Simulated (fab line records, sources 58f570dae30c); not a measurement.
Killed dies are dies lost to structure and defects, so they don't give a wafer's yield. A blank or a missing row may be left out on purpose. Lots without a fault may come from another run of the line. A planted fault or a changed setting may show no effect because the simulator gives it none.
Which tool did it? | flow berkeley_cmos170 | 6 lots, 18 wafers sampled, at 3 steps of a route of 331

WHAT THE GAUGES READ, wafer by wafer
UCB170_CONTACT_CD_MEAS_15: target cd 700 nm.
lot  | measured     | on        | cd_nm (nm)
L212 | day 9 01:56  | cd_sem-01 | 703.0 701.1 700.4
L215 | day 9 10:51  | cd_sem-02 | 697.9 698.4 697.7
L218 | day 10 20:31 | cd_sem-02 | 699.1 699.1 699.6
L226 | day 11 23:52 | cd_sem-01 | 700.8 699.4 700.2
L225 | day 11 23:28 | cd_sem-01 | 701.5 702.1 700.7
L229 | day 13 05:29 | cd_sem-01 | 698.7 700.2 699.5

WHICH TOOL RAN EACH LOT (tool, then ch and the chambers of the sampled wafers, then the start)
lot  | UCB170_PSD_STRIP_09                  | UCB170_CONTACT_RTA_08
L212 | plasma_asher-02 ch 0,1, day 8 18:21  | rtp_anneal-01 ch 0, day 9 01:02
L215 | plasma_asher-04 ch 0,1, day 9 03:36  | rtp_anneal-01 ch 0, day 9 09:56
L218 | plasma_asher-04 ch 0,1, day 10 09:36 | rtp_anneal-02 ch 0, day 10 19:17
L226 | plasma_asher-04 ch 0,1, day 11 11:56 | rtp_anneal-02 ch 0, day 11 22:25
L225 | plasma_asher-02 ch 0,1, day 11 12:29 | rtp_anneal-01 ch 0, day 11 22:26
L229 | plasma_asher-01 ch 1, day 12 20:23   | rtp_anneal-01 ch 0, day 13 04:17
- UCB170_PSD_STRIP_09: strips in O2.
- UCB170_CONTACT_RTA_08: time 10 s.

THE ANSWER, worked out from the rows above alone
Rule: what is usual is taken from the lots themselves. Put in order of their means at a reading, lots are off if they are a third of the lots or fewer, leave a main group of 4 or more, and stand apart from it by a gap of 3 or more times the standard deviation of the main group's means; of several such gaps the widest counts. A main group whose means are all the same, to the digits that the tables above print for the reading, isn't used. A lot without any number at a reading at which 4 lots or more have one is off too. The other lots that the step has rows for count as sound.
No lot is off at any reading shown: from this, nothing can be told.

WHAT THE SIMULATOR HAD PUT IN
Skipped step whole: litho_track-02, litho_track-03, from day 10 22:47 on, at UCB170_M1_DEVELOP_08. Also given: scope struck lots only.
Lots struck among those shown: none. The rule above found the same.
